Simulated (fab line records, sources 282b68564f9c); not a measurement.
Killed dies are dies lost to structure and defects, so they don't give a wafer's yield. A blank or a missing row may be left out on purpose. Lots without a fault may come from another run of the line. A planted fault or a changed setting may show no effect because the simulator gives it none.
Which tool did it? | flow rit_cmos | 7 lots, 21 wafers sampled, at 2 steps of a route of 202

WHAT THE GAUGES READ, wafer by wafer
RIT_NWELL_TW_MEAS_10.
lot  | measured    | on            | NWELL_TW
L359 | day 2 01:55 | film_metro-03 | 2148 2144 2136
L361 | day 2 13:26 | film_metro-03 | 2143 2150 2135
L363 | day 2 22:25 | film_metro-02 | 2132 2137 2133
L372 | day 4 21:36 | film_metro-03 | 2331 2326 2335
L375 | day 5 10:01 | film_metro-04 | 2136 2130 2133
L378 | day 6 00:50 | film_metro-04 | 2119 2100 2112
L381 | day 6 17:12 | film_metro-03 | 2142 2134 2142

WHICH TOOL RAN EACH LOT (tool, then ch and the chambers of the sampled wafers, then the start)
lot  | RIT_NWELL_IMPLANT_08
L359 | implanter-01 ch 0, day 2 01:35
L361 | implanter-04 ch 0, day 2 13:07
L363 | implanter-03 ch 0, day 2 22:06
L372 | implanter-03 ch 0, day 4 21:19
L375 | implanter-01 ch 0, day 5 09:42
L378 | implanter-01 ch 0, day 6 00:31
L381 | implanter-01 ch 0, day 6 16:55
- RIT_NWELL_IMPLANT_08

THE ANSWER, worked out from the rows above alone
Rule: what is usual is taken from the lots themselves. Put in order of their means at a reading, lots are off if they are a third of the lots or fewer, leave a main group of 4 or more, and stand apart from it by a gap of 3 or more times the standard deviation of the main group's means; of several such gaps the widest counts. A main group whose means are all the same, to the digits that the tables above print for the reading, isn't used. A lot without any number at a reading at which 4 lots or more have one is off too. The other lots that the step has rows for count as sound.
Off: L372, at RIT_NWELL_TW_MEAS_10 (NWELL_TW). The main group: mean 2134, standard deviation 11.
A tool fits if, at a process step before that reading, it ran every lot that is off, and no sound lot after the first of them. The gauges at RIT_NWELL_TW_MEAS_10 are tried like those tools. One fits: implanter-03 at RIT_NWELL_IMPLANT_08. Its last sound lot is L363 (day 2 22:06), its first lot that is off L372 (day 4 21:19): a fault that began between those two fits.

WHAT THE SIMULATOR HAD PUT IN
Process parameter drift: implanter-03, from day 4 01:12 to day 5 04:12, at RIT_NWELL_IMPLANT_08. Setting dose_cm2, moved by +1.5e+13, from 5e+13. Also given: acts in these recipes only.
Lots struck among those shown: L372. The rule above found the same.
